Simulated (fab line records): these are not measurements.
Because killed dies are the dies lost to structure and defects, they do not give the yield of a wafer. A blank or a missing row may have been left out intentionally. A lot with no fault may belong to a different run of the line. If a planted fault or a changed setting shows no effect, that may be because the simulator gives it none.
Lot-split experiment	flow berkeley_cmos170	5 lots, 23 wafers read, on a route of 331 steps

ON THE SPLIT
At UCB170_CONTACT_CVD_01 (deposits PSG from SiH4/O2/PH3, target thk 700 nm, time 2820 s), the setting o2_flow_sccm was moved away from the recipe's 90 sccm on 20 of the 23 wafers read, by -13.8% to +13.7%. The other wafers ran this setting at the recipe's value.

Between the split and the reading, the file records no step.

THE READING
Values of CONTACT_PSG_THK in nm from UCB170_CONTACT_THK_MEAS_02. On this fab line, fault-free wafers typically give 705 nm with a standard deviation of 6.5 nm.

wafer	tool, chamber at the split	o2_flow_sccm as run, sccm	against the recipe	CONTACT_PSG_THK, nm	against lot-mates on the recipe
L074.1	-, -	79.35	-11.8%	662	no lot-mate on the recipe
L074.2	-, -	79.35	-11.8%	671	no lot-mate on the recipe
L074.3	-, -	79.35	-11.8%	667	no lot-mate on the recipe
L074.5	-, -	79.35	-11.8%	664	no lot-mate on the recipe
L074.6	-, -	79.35	-11.8%	672	no lot-mate on the recipe
L079.1	-, -	77.62	-13.8%	660	no lot-mate on the recipe
L079.3	-, -	77.62	-13.8%	655	no lot-mate on the recipe
L079.4	-, -	77.62	-13.8%	662	no lot-mate on the recipe
L079.5	-, -	77.62	-13.8%	662	no lot-mate on the recipe
L079.6	-, -	77.62	-13.8%	659	no lot-mate on the recipe
L078.4	lpcvd-02, 1	90	recipe	710	-
L078.5	lpcvd-02, 1	90	recipe	715	-
L078.6	lpcvd-02, 1	90	recipe	719	-
L083.1	-, -	102.3	+13.7%	751	no lot-mate on the recipe
L083.3	-, -	102.3	+13.7%	749	no lot-mate on the recipe
L083.4	-, -	102.3	+13.7%	748	no lot-mate on the recipe
L083.5	-, -	102.3	+13.7%	749	no lot-mate on the recipe
L083.6	-, -	102.3	+13.7%	754	no lot-mate on the recipe
L085.2	-, -	84.12	-6.5%	682	no lot-mate on the recipe
L085.3	-, -	84.12	-6.5%	674	no lot-mate on the recipe
L085.4	-, -	84.12	-6.5%	678	no lot-mate on the recipe
L085.5	-, -	84.12	-6.5%	679	no lot-mate on the recipe
L085.6	-, -	84.12	-6.5%	673	no lot-mate on the recipe

FIT RESULTS
A straight line over all 23 wafers: CONTACT_PSG_THK changes by +3.36 nm for each +1% of o2_flow_sccm; r = +0.99; the points scatter about the line by 5.8 nm.
Too few moved wafers have a lot-mate on the recipe to fit a line with each lot's own level taken away.

THE WHOLE CHAIN: every reading that the file lists as answering this split, in the file's order
step	what it does	reading	change (the file's fit)	r (the file's)
UCB170_CONTACT_CVD_01	deposits PSG from SiH4/O2/PH3, target thk 700 nm, time 2820 s	PSG_of_CONTACT_CVD_01.thk_nm (the simulator's own value, which no gauge read)	+3.38 nm for each +1% of the setting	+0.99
UCB170_CONTACT_THK_MEAS_02		CONTACT_PSG_THK	+3.37 for each +1% of the setting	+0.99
UCB170_CONTACT_ETCH_18	etches PSG in CHF3/CF4/Ar, stops on TiSi2, target depth 840 nm, time 195 s	CONTACT.feature_depth_nm (the simulator's own value, which no gauge read)	+3.38 nm for each +1% of the setting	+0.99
UCB170_CONTACT_ETCH_18	etches PSG in CHF3/CF4/Ar, stops on TiSi2, target depth 840 nm, time 195 s	etch.depth_nm (the simulator's own value, which no gauge read)	+3.38 nm for each +1% of the setting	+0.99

THE FILE'S OWN FIT
CONTACT_PSG_THK changes by +3.37 nm for each +1% of o2_flow_sccm, r = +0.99.
